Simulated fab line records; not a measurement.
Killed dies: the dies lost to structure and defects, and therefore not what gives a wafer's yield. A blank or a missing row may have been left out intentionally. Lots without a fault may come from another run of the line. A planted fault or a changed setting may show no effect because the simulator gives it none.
Comparing a struck lot with a sound one -- flow berkeley cmos170 -- 15 steps out of a route of 331
Sound: the wafers L451.1, L451.4, L451.6. Struck: wafers L469.1, L469.4, L469.5. Last of all comes the cause.
Per side, at each step with rows, come the tool, then ch with its chambers, and then its first start. Under that, the readings that differ: sound wafers -- struck wafers -- difference of the means -- sigmas: that difference in standard deviations of wafers without a fault.
alike: readings whose means differ by less than 2 such deviations, and words and numbers that are the same on both sides. not compared: withheld readings, readings that some wafer has no value for, bounds like >300 that may hide the same value, and numbers for which the record gives no deviation and whose values overlap.
Wherever a step has rows on one side only, a row that says differs or no value, or a row with sigmas, the two part there. Numbers that don't overlap but have no deviation are shown without sigmas and don't part them. A reading missing from all wafers of one side parts the sides only when that side holds two or more wafers.

first, 4 steps without rows for these wafers: UCB170_NWELL_SOFTBAKE_08 (time 60 s); UCB170_NWELL_EXPOSE_09 (exposes mask NWELL, target cd 3000 nm); UCB170_NWELL_PEB_10; UCB170_NWELL_DEVELOP_11 (develop time 45 s).
UCB170_NWELL_OVL_MEAS_12:
  sound on overlay-02 at day 2 10:05; struck on overlay-02 at day 6 10:16
  alike: NWELL_OVL
UCB170_NWELL_ETCH_13: etches Si3N4 in CH3F/Ar/O2, stops on SiO2, target depth 246.4 nm, time 154 s.
  sound on rie diel-01 ch 1,3, day 2 10:07; struck on rie diel-01 ch 1,3, day 6 10:18
  alike: O2_flow_sccm, drypump motor current A, oes product au, throttle valve pct
  not compared: rf hours counter h
then, 1 step without rows for these wafers: UCB170_NWELL_IMPLANT_14.
UCB170_NWELL_STRIP_15: strips in O2.
  sound on plasma asher-04 ch 0,1, day 2 10:22; struck on plasma asher-04 ch 0,1, day 6 10:33
  alike: drypump motor current A, oes product au, strip time to endpoint s
  not compared: rf hours counter h
UCB170_NWELL_TW_MEAS_16:
  sound on film metro-01 at day 2 10:28; struck on film metro-01 at day 6 10:39
  alike: NWELL_TW
then, 3 steps without rows for these wafers: UCB170_NWELL_CLEAN_17 (cleans in SPM, time 600 s); UCB170_NWELL_WET_ETCH_18 (etches Si3N4 in H3PO4, time 14400 s); UCB170_NWELL_WET_ETCH_19 (etches SiO2 in BOE, time 22 s).
UCB170_PWELL_CLEAN_00: cleans in SPM, time 600 s.
  sound on wet bench-02 ch 2, day 2 14:53; struck on wet bench-03 ch 0, day 6 15:19
  no value came back on the struck wafers for bath guard temp C (C), bath heat duty pct (%); on the sound wafers bath guard temp C (C) reads 119.7 119.7 119.5
then, 2 steps without rows for these wafers: UCB170_PWELL_CLEAN_01 (cleans in dHF, time 60 s); UCB170_M3_PROBE_99.

WHERE THEY PART
Only at UCB170_PWELL_CLEAN_00, as far as this record shows.

WHY: the cause the simulator had injected
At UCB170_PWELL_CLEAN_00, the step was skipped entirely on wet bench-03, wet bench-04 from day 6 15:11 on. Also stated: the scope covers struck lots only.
